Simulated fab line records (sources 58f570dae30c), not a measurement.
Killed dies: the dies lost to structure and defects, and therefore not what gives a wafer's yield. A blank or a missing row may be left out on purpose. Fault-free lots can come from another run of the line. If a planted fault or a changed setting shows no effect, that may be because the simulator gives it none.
Which of the tools did it? || flow berkeley_cmos170 || 42 wafers from 14 lots sampled at 7 of the route's 331 steps

## WHAT THE GAUGES SHOWED, per wafer
UCB170_FIELD_THK_MEAS_02. Usual: FIELD_OXIDE_THK 563 nm, standard deviation 11.
{"lot": "L290", "measured": "day 4 09:11", "on": "film_metro-01", "FIELD_OXIDE_THK (nm)": "552 553 559", "flag": ""}
{"lot": "L291", "measured": "day 4 18:36", "on": "film_metro-02", "FIELD_OXIDE_THK (nm)": "565 563 560", "flag": ""}
{"lot": "L292", "measured": "day 5 06:40", "on": "film_metro-04", "FIELD_OXIDE_THK (nm)": "559 569 567", "flag": ""}
{"lot": "L294", "measured": "day 5 12:34", "on": "film_metro-01", "FIELD_OXIDE_THK (nm)": "555 544 554", "flag": ""}
{"lot": "L295", "measured": "day 5 12:29", "on": "film_metro-01", "FIELD_OXIDE_THK (nm)": "534 543 547", "flag": ""}
{"lot": "L296", "measured": "day 5 12:31", "on": "film_metro-02", "FIELD_OXIDE_THK (nm)": "565 570 567", "flag": ""}
{"lot": "L298", "measured": "day 5 21:31", "on": "film_metro-02", "FIELD_OXIDE_THK (nm)": "542 545 546", "flag": ""}
{"lot": "L303", "measured": "day 7 09:43", "on": "film_metro-04", "FIELD_OXIDE_THK (nm)": "643 644 646", "flag": "OFF"}
{"lot": "L304", "measured": "day 7 09:45", "on": "film_metro-01", "FIELD_OXIDE_THK (nm)": "652 647 650", "flag": "OFF"}
{"lot": "L306", "measured": "day 7 18:39", "on": "film_metro-04", "FIELD_OXIDE_THK (nm)": "560 549 553", "flag": ""}
{"lot": "L307", "measured": "day 7 18:38", "on": "film_metro-02", "FIELD_OXIDE_THK (nm)": "547 534 553", "flag": ""}
{"lot": "L308", "measured": "day 8 06:05", "on": "film_metro-02", "FIELD_OXIDE_THK (nm)": "566 562 554", "flag": ""}
{"lot": "L309", "measured": "day 8 15:17", "on": "film_metro-04", "FIELD_OXIDE_THK (nm)": "566 565 557", "flag": ""}
{"lot": "L310", "measured": "day 8 15:18", "on": "film_metro-01", "FIELD_OXIDE_THK (nm)": "568 562 567", "flag": ""}

UCB170_FIELD_THK_MEAS_90. Usual: FIELD_OXIDE_LEFT_1_THK 446 nm, standard deviation 11.
{"lot": "L290", "measured": "day 4 17:05", "on": "film_metro-04", "FIELD_OXIDE_LEFT_1_THK (nm)": "436 438 444", "flag": ""}
{"lot": "L291", "measured": "day 5 02:16", "on": "film_metro-02", "FIELD_OXIDE_LEFT_1_THK (nm)": "447 446 443", "flag": ""}
{"lot": "L292", "measured": "day 5 14:29", "on": "film_metro-04", "FIELD_OXIDE_LEFT_1_THK (nm)": "442 452 449", "flag": ""}
{"lot": "L294", "measured": "day 5 18:42", "on": "film_metro-01", "FIELD_OXIDE_LEFT_1_THK (nm)": "438 426 437", "flag": ""}
{"lot": "L295", "measured": "day 5 18:41", "on": "film_metro-04", "FIELD_OXIDE_LEFT_1_THK (nm)": "417 426 431", "flag": ""}
{"lot": "L296", "measured": "day 5 18:41", "on": "film_metro-02", "FIELD_OXIDE_LEFT_1_THK (nm)": "449 453 450", "flag": ""}
{"lot": "L298", "measured": "day 6 04:42", "on": "film_metro-04", "FIELD_OXIDE_LEFT_1_THK (nm)": "425 427 428", "flag": ""}
{"lot": "L303", "measured": "day 7 15:26", "on": "film_metro-01", "FIELD_OXIDE_LEFT_1_THK (nm)": "526 526 529", "flag": "OFF"}
{"lot": "L304", "measured": "day 7 15:28", "on": "film_metro-02", "FIELD_OXIDE_LEFT_1_THK (nm)": "536 531 534", "flag": "OFF"}
{"lot": "L306", "measured": "day 8 03:11", "on": "film_metro-04", "FIELD_OXIDE_LEFT_1_THK (nm)": "443 431 435", "flag": ""}
{"lot": "L307", "measured": "day 8 03:10", "on": "film_metro-01", "FIELD_OXIDE_LEFT_1_THK (nm)": "432 419 437", "flag": ""}
{"lot": "L308", "measured": "day 8 14:30", "on": "film_metro-01", "FIELD_OXIDE_LEFT_1_THK (nm)": "451 447 438", "flag": ""}
{"lot": "L309", "measured": "day 8 21:42", "on": "film_metro-04", "FIELD_OXIDE_LEFT_1_THK (nm)": "449 446 440", "flag": ""}
{"lot": "L310", "measured": "day 8 21:42", "on": "film_metro-02", "FIELD_OXIDE_LEFT_1_THK (nm)": "452 446 451", "flag": ""}

UCB170_FIELD_THK_MEAS_91. Usual: FIELD_OXIDE_LEFT_2_THK 358 nm, standard deviation 11.
{"lot": "L290", "measured": "day 5 06:44", "on": "film_metro-01", "FIELD_OXIDE_LEFT_2_THK (nm)": "348 349 355", "flag": ""}
{"lot": "L291", "measured": "day 5 14:57", "on": "film_metro-01", "FIELD_OXIDE_LEFT_2_THK (nm)": "358 357 354", "flag": ""}
{"lot": "L292", "measured": "day 6 05:08", "on": "film_metro-02", "FIELD_OXIDE_LEFT_2_THK (nm)": "354 363 361", "flag": ""}
{"lot": "L294", "measured": "day 6 08:13", "on": "film_metro-01", "FIELD_OXIDE_LEFT_2_THK (nm)": "349 338 348", "flag": ""}
{"lot": "L295", "measured": "day 6 07:58", "on": "film_metro-01", "FIELD_OXIDE_LEFT_2_THK (nm)": "329 338 343", "flag": ""}
{"lot": "L296", "measured": "day 6 07:50", "on": "film_metro-02", "FIELD_OXIDE_LEFT_2_THK (nm)": "361 365 362", "flag": ""}
{"lot": "L298", "measured": "day 6 17:50", "on": "film_metro-04", "FIELD_OXIDE_LEFT_2_THK (nm)": "338 340 340", "flag": ""}
{"lot": "L303", "measured": "day 8 10:13", "on": "film_metro-02", "FIELD_OXIDE_LEFT_2_THK (nm)": "437 437 440", "flag": "OFF"}
{"lot": "L304", "measured": "day 8 10:08", "on": "film_metro-04", "FIELD_OXIDE_LEFT_2_THK (nm)": "449 444 447", "flag": "OFF"}
{"lot": "L306", "measured": "day 8 17:47", "on": "film_metro-01", "FIELD_OXIDE_LEFT_2_THK (nm)": "354 343 347", "flag": ""}
{"lot": "L307", "measured": "day 8 18:03", "on": "film_metro-04", "FIELD_OXIDE_LEFT_2_THK (nm)": "344 332 350", "flag": ""}
{"lot": "L308", "measured": "day 9 06:15", "on": "film_metro-02", "FIELD_OXIDE_LEFT_2_THK (nm)": "363 359 351", "flag": ""}
{"lot": "L309", "measured": "day 9 14:52", "on": "film_metro-02", "FIELD_OXIDE_LEFT_2_THK (nm)": "360 358 351", "flag": ""}
{"lot": "L310", "measured": "day 9 15:08", "on": "film_metro-01", "FIELD_OXIDE_LEFT_2_THK (nm)": "363 357 362", "flag": ""}

UCB170_PLDD_TW_MEAS_11. Usual: PLDD_TW 1012, standard deviation 6.6.
{"lot": "L290", "measured": "day 5 18:18", "on": "film_metro-04", "PLDD_TW": "1012 1009 1006", "flag": ""}
{"lot": "L291", "measured": "day 6 06:08", "on": "film_metro-04", "PLDD_TW": "1013 1012 1018", "flag": ""}
{"lot": "L292", "measured": "day 6 19:07", "on": "film_metro-02", "PLDD_TW": "1003 1008 1007", "flag": ""}
{"lot": "L294", "measured": "day 6 20:01", "on": "film_metro-04", "PLDD_TW": "1013 1011 1009", "flag": ""}
{"lot": "L295", "measured": "day 6 20:16", "on": "film_metro-02", "PLDD_TW": "1007 1012 1006", "flag": ""}
{"lot": "L296", "measured": "day 6 19:50", "on": "film_metro-04", "PLDD_TW": "1011 1013 1008", "flag": ""}
{"lot": "L298", "measured": "day 7 06:43", "on": "film_metro-02", "PLDD_TW": "1003 1007 1009", "flag": ""}
{"lot": "L303", "measured": "day 8 21:53", "on": "film_metro-03", "PLDD_TW": "1020 1020 1023", "flag": ""}
{"lot": "L304", "measured": "day 8 21:26", "on": "film_metro-03", "PLDD_TW": "1024 1017 1022", "flag": ""}
{"lot": "L306", "measured": "day 9 09:49", "on": "film_metro-03", "PLDD_TW": "1022 1022 1025", "flag": ""}
{"lot": "L307", "measured": "day 9 10:26", "on": "film_metro-03", "PLDD_TW": "1026 1024 1026", "flag": ""}
{"lot": "L308", "measured": "day 9 20:05", "on": "film_metro-03", "PLDD_TW": "1022 1019 1022", "flag": ""}
{"lot": "L309", "measured": "day 10 05:36", "on": "film_metro-02", "PLDD_TW": "1009 1013 1014", "flag": ""}
{"lot": "L310", "measured": "day 10 05:53", "on": "film_metro-04", "PLDD_TW": "1009 1003 1013", "flag": ""}

UCB170_V2_THK_MEAS_04. Usual: V2_POLISHED_THK 999.9 nm, standard deviation 1.1.
{"lot": "L290", "measured": "day 7 00:10", "on": "film_metro-02", "V2_POLISHED_THK (nm)": "1000.3 999.8 1002.2", "flag": ""}
{"lot": "L291", "measured": "day 7 15:46", "on": "film_metro-01", "V2_POLISHED_THK (nm)": "999.3 999.2 999.4", "flag": ""}
{"lot": "L292", "measured": "day 8 05:26", "on": "film_metro-01", "V2_POLISHED_THK (nm)": "999.0 998.7 998.3", "flag": ""}
{"lot": "L294", "measured": "day 8 06:02", "on": "film_metro-01", "V2_POLISHED_THK (nm)": "1001.1 999.2 1000.8", "flag": ""}
{"lot": "L295", "measured": "day 8 05:31", "on": "film_metro-03", "V2_POLISHED_THK (nm)": "998.7 1000.0 998.2", "flag": ""}
{"lot": "L296", "measured": "day 8 04:46", "on": "film_metro-01", "V2_POLISHED_THK (nm)": "998.9 999.1 997.9", "flag": ""}
{"lot": "L298", "measured": "day 8 11:40", "on": "film_metro-02", "V2_POLISHED_THK (nm)": "1001.1 1000.9 1002.0", "flag": ""}
{"lot": "L303", "measured": "day 10 07:13", "on": "film_metro-01", "V2_POLISHED_THK (nm)": "997.4 998.8 996.9", "flag": ""}
{"lot": "L304", "measured": "day 10 07:18", "on": "film_metro-02", "V2_POLISHED_THK (nm)": "999.1 1000.9 1000.3", "flag": ""}
{"lot": "L306", "measured": "day 10 23:37", "on": "film_metro-02", "V2_POLISHED_THK (nm)": "1000.9 1001.6 1001.2", "flag": ""}
{"lot": "L307", "measured": "day 10 23:59", "on": "film_metro-01", "V2_POLISHED_THK (nm)": "999.1 1000.3 999.9", "flag": ""}
{"lot": "L308", "measured": "day 11 07:48", "on": "film_metro-02", "V2_POLISHED_THK (nm)": "1001.4 999.7 1000.6", "flag": ""}
{"lot": "L309", "measured": "day 11 16:37", "on": "film_metro-02", "V2_POLISHED_THK (nm)": "999.9 1000.9 1000.0", "flag": ""}
{"lot": "L310", "measured": "day 11 16:53", "on": "film_metro-03", "V2_POLISHED_THK (nm)": "1001.2 999.4 999.8", "flag": ""}

## EACH LOT AND THE TOOL THAT RAN IT (in order: tool; ch and the chambers of the sampled wafers; start)
{"lot": "L290", "UCB170_NWELL_ETCH_13": "rie_diel-03 ch 0,2,3, day 2 07:17", "UCB170_FIELD_OXIDATION_01": "furnace-01 ch 0, day 4 06:11"}
{"lot": "L291", "UCB170_NWELL_ETCH_13": "rie_diel-03 ch 1,2,3, day 2 13:49", "UCB170_FIELD_OXIDATION_01": "furnace-01 ch 0, day 4 15:36"}
{"lot": "L292", "UCB170_NWELL_ETCH_13": "rie_diel-03 ch 1,3, day 2 17:54", "UCB170_FIELD_OXIDATION_01": "furnace-03 ch 0, day 5 03:39"}
{"lot": "L294", "UCB170_NWELL_ETCH_13": "rie_diel-03 ch 0,2, day 3 07:05", "UCB170_FIELD_OXIDATION_01": "furnace-03 ch 0, day 5 09:29"}
{"lot": "L295", "UCB170_NWELL_ETCH_13": "rie_diel-01 ch 0,1,2, day 3 12:59", "UCB170_FIELD_OXIDATION_01": "furnace-03 ch 0, day 5 09:29"}
{"lot": "L296", "UCB170_NWELL_ETCH_13": "rie_diel-01 ch 0,1,2, day 3 13:22", "UCB170_FIELD_OXIDATION_01": "furnace-03 ch 0, day 5 09:29"}
{"lot": "L298", "UCB170_NWELL_ETCH_13": "rie_diel-03 ch 0,1, day 3 23:01", "UCB170_FIELD_OXIDATION_01": "furnace-01 ch 0, day 5 18:31"}
{"lot": "L303", "UCB170_NWELL_ETCH_13": "rie_diel-02 ch 1,2,3, day 5 05:04", "UCB170_FIELD_OXIDATION_01": "furnace-01 ch 0, day 7 06:43"}
{"lot": "L304", "UCB170_NWELL_ETCH_13": "rie_diel-01 ch 0,1,2, day 5 05:10", "UCB170_FIELD_OXIDATION_01": "furnace-01 ch 0, day 7 06:43"}
{"lot": "L306", "UCB170_NWELL_ETCH_13": "rie_diel-01 ch 2,3, day 5 13:34", "UCB170_FIELD_OXIDATION_01": "furnace-03 ch 0, day 7 15:37"}
{"lot": "L307", "UCB170_NWELL_ETCH_13": "rie_diel-01 ch 1,2,3, day 5 19:56", "UCB170_FIELD_OXIDATION_01": "furnace-03 ch 0, day 7 15:37"}
{"lot": "L308", "UCB170_NWELL_ETCH_13": "rie_diel-01 ch 0,1,2, day 5 23:17", "UCB170_FIELD_OXIDATION_01": "furnace-03 ch 0, day 8 03:04"}
{"lot": "L309", "UCB170_NWELL_ETCH_13": "rie_diel-01 ch 0,1, day 6 05:17", "UCB170_FIELD_OXIDATION_01": "furnace-04 ch 0, day 8 12:17"}
{"lot": "L310", "UCB170_NWELL_ETCH_13": "rie_diel-02 ch 1,2, day 6 09:07", "UCB170_FIELD_OXIDATION_01": "furnace-04 ch 0, day 8 12:17"}
- UCB170_NWELL_ETCH_13: etches Si3N4 in CH3F/Ar/O2, stops on SiO2, target depth 246.4 nm, time 154 s.
- UCB170_FIELD_OXIDATION_01: target thk 558.3 nm, ox time 7200 s.

## AS READ BY THE TOOLS THEMSELVES (means over the sampled wafers that have a number; for cases with no such wafer, the mark the record gives instead)
UCB170_NWELL_ETCH_13. Usual: drypump_motor_current_A 5.8 A, standard deviation 0.45; oes_product_au 0.942 a.u., standard deviation 0.018; throttle_valve_pct 8.08 %, standard deviation 0.12.
{"lot": "L290", "tool": "rie_diel-03", "drypump_motor_current_A (A)": 6.0, "oes_product_au (a.u.)": 0.951, "throttle_valve_pct (%)": 8.19, "flag": ""}
{"lot": "L291", "tool": "rie_diel-03", "drypump_motor_current_A (A)": 5.9, "oes_product_au (a.u.)": 0.925, "throttle_valve_pct (%)": 8.17, "flag": ""}
{"lot": "L292", "tool": "rie_diel-03", "drypump_motor_current_A (A)": 5.6, "oes_product_au (a.u.)": 0.936, "throttle_valve_pct (%)": 8.10, "flag": ""}
{"lot": "L294", "tool": "rie_diel-03", "drypump_motor_current_A (A)": 6.4, "oes_product_au (a.u.)": 0.949, "throttle_valve_pct (%)": 8.25, "flag": ""}
{"lot": "L295", "tool": "rie_diel-01", "drypump_motor_current_A (A)": 5.6, "oes_product_au (a.u.)": 0.942, "throttle_valve_pct (%)": 8.01, "flag": ""}
{"lot": "L296", "tool": "rie_diel-01", "drypump_motor_current_A (A)": 5.6, "oes_product_au (a.u.)": 0.942, "throttle_valve_pct (%)": 8.01, "flag": ""}
{"lot": "L298", "tool": "rie_diel-03", "drypump_motor_current_A (A)": 5.7, "oes_product_au (a.u.)": 0.924, "throttle_valve_pct (%)": 8.09, "flag": ""}
{"lot": "L303", "tool": "rie_diel-02", "drypump_motor_current_A (A)": 5.8, "oes_product_au (a.u.)": 0.931, "throttle_valve_pct (%)": 8.06, "flag": ""}
{"lot": "L304", "tool": "rie_diel-01", "drypump_motor_current_A (A)": 5.6, "oes_product_au (a.u.)": 0.949, "throttle_valve_pct (%)": 8.01, "flag": ""}
{"lot": "L306", "tool": "rie_diel-01", "drypump_motor_current_A (A)": 5.8, "oes_product_au (a.u.)": 0.958, "throttle_valve_pct (%)": 8.06, "flag": ""}
{"lot": "L307", "tool": "rie_diel-01", "drypump_motor_current_A (A)": 5.7, "oes_product_au (a.u.)": 0.947, "throttle_valve_pct (%)": 8.06, "flag": ""}
{"lot": "L308", "tool": "rie_diel-01", "drypump_motor_current_A (A)": 5.6, "oes_product_au (a.u.)": 0.947, "throttle_valve_pct (%)": 8.01, "flag": ""}
{"lot": "L309", "tool": "rie_diel-01", "drypump_motor_current_A (A)": 5.7, "oes_product_au (a.u.)": 0.951, "throttle_valve_pct (%)": 7.93, "flag": ""}
{"lot": "L310", "tool": "rie_diel-02", "drypump_motor_current_A (A)": 5.7, "oes_product_au (a.u.)": 0.910, "throttle_valve_pct (%)": 8.05, "flag": ""}

UCB170_FIELD_OXIDATION_01. Usual: spike_tc_centre_C 1003.0 C, standard deviation 1; spike_tc_load_C 1027 C, standard deviation 3.4; spike_tc_source_C 1024.4 C, standard deviation 2.2; tube_center_temp_C 1000 C, standard deviation 0.081; tube_center_temp_C_max 1002.6, standard deviation 0.39.
{"lot": "L290", "tool": "furnace-01", "spike_tc_centre_C (C)": 1003.1, "spike_tc_load_C (C)": 1024, "spike_tc_source_C (C)": 1023.2, "tube_center_temp_C (C)": 1000, "tube_center_temp_C_max": 1002.6, "flag": ""}
{"lot": "L291", "tool": "furnace-01", "spike_tc_centre_C (C)": 1002.1, "spike_tc_load_C (C)": 1026, "spike_tc_source_C (C)": 1021.6, "tube_center_temp_C (C)": 1000, "tube_center_temp_C_max": 1002.4, "flag": ""}
{"lot": "L292", "tool": "furnace-03", "spike_tc_centre_C (C)": 1002.4, "spike_tc_load_C (C)": 1031, "spike_tc_source_C (C)": 1024.8, "tube_center_temp_C (C)": 1000, "tube_center_temp_C_max": 1002.3, "flag": ""}
{"lot": "L294", "tool": "furnace-03", "spike_tc_centre_C (C)": 1002.1, "spike_tc_load_C (C)": 1031, "spike_tc_source_C (C)": 1024.8, "tube_center_temp_C (C)": 1000, "tube_center_temp_C_max": 1002.4, "flag": ""}
{"lot": "L295", "tool": "furnace-03", "spike_tc_centre_C (C)": 1003.4, "spike_tc_load_C (C)": 1032, "spike_tc_source_C (C)": 1025.5, "tube_center_temp_C (C)": 1000, "tube_center_temp_C_max": 1002.7, "flag": ""}
{"lot": "L296", "tool": "furnace-03", "spike_tc_centre_C (C)": 1002.6, "spike_tc_load_C (C)": 1031, "spike_tc_source_C (C)": 1025.1, "tube_center_temp_C (C)": 1000, "tube_center_temp_C_max": 1002.3, "flag": ""}
{"lot": "L298", "tool": "furnace-01", "spike_tc_centre_C (C)": 1002.7, "spike_tc_load_C (C)": 1025, "spike_tc_source_C (C)": 1023.2, "tube_center_temp_C (C)": 1000, "tube_center_temp_C_max": 1002.6, "flag": ""}
{"lot": "L303", "tool": "furnace-01", "spike_tc_centre_C (C)": 1022.1, "spike_tc_load_C (C)": 1046, "spike_tc_source_C (C)": 1042.1, "tube_center_temp_C (C)": 1020, "tube_center_temp_C_max": 1023.0, "flag": "OFF"}
{"lot": "L304", "tool": "furnace-01", "spike_tc_centre_C (C)": 1023.3, "spike_tc_load_C (C)": 1045, "spike_tc_source_C (C)": 1042.7, "tube_center_temp_C (C)": 1020, "tube_center_temp_C_max": 1022.6, "flag": "OFF"}
{"lot": "L306", "tool": "furnace-03", "spike_tc_centre_C (C)": 1003.2, "spike_tc_load_C (C)": 1032, "spike_tc_source_C (C)": 1024.7, "tube_center_temp_C (C)": 1000, "tube_center_temp_C_max": 1002.7, "flag": ""}
{"lot": "L307", "tool": "furnace-03", "spike_tc_centre_C (C)": 1003.4, "spike_tc_load_C (C)": 1031, "spike_tc_source_C (C)": 1024.7, "tube_center_temp_C (C)": 1000, "tube_center_temp_C_max": 1002.2, "flag": ""}
{"lot": "L308", "tool": "furnace-03", "spike_tc_centre_C (C)": 1004.2, "spike_tc_load_C (C)": 1030, "spike_tc_source_C (C)": 1024.4, "tube_center_temp_C (C)": 1000, "tube_center_temp_C_max": 1002.6, "flag": ""}
{"lot": "L309", "tool": "furnace-04", "spike_tc_centre_C (C)": 1003.3, "spike_tc_load_C (C)": 1023, "spike_tc_source_C (C)": 1030.6, "tube_center_temp_C (C)": 1000, "tube_center_temp_C_max": 1002.6, "flag": ""}
{"lot": "L310", "tool": "furnace-04", "spike_tc_centre_C (C)": 1003.6, "spike_tc_load_C (C)": 1022, "spike_tc_source_C (C)": 1029.3, "tube_center_temp_C (C)": 1000, "tube_center_temp_C_max": 1002.6, "flag": ""}

## THE ANSWER, worked out from the rows above alone
Rule: a lot is off if the mean of its wafers that have a number lies more than 3 standard deviations from the usual mean. Also off: a lot with no number at a reading for which 4 or more lots have one. All remaining lots with rows at the step are treated as sound. First the gauges in route order, then the tools' own readings, where a lot's mean is used as printed above. At the first step where some lot is off, the reading lying furthest off is the one used; lots without a number count as furthest.
Off: L303, L304, seen at UCB170_FIELD_THK_MEAS_02 (FIELD_OXIDE_THK).
If a tool, at a process step before that reading, ran all the lots that are off and no sound lot after the first of them, it fits. The gauges at UCB170_FIELD_THK_MEAS_02 aren't tried: what is off there is off at UCB170_FIELD_OXIDATION_01 too, on other tools, and a gauge's error can't cause that. One candidate fits, namely furnace-01 at UCB170_FIELD_OXIDATION_01. Its last sound lot is L298 (day 5 18:31), its first lot that is off L303 (day 7 06:43): a fault that began between those two fits.
The tool's own readings at UCB170_FIELD_OXIDATION_01 bear it out: on the lots that are off they differ by more than 5 times the standard deviation of the sound lots' means. spike_tc_centre_C reads 1022.7 C there against 1003.0 C on the sound lots; spike_tc_source_C reads 1042.4 C there against 1025.2 C on the sound lots; tube_center_temp_C reads 1020 C there against 1000 C on the sound lots; tube_center_temp_C_max reads 1022.8 there against 1002.5 on the sound lots.

## WHAT HAD BEEN PUT IN BY THE SIMULATOR
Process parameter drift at UCB170_FIELD_OXIDATION_01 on furnace-01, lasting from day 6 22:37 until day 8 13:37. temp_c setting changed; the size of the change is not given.
Lots struck among those shown: L303, L304. The same result came from the rule above.
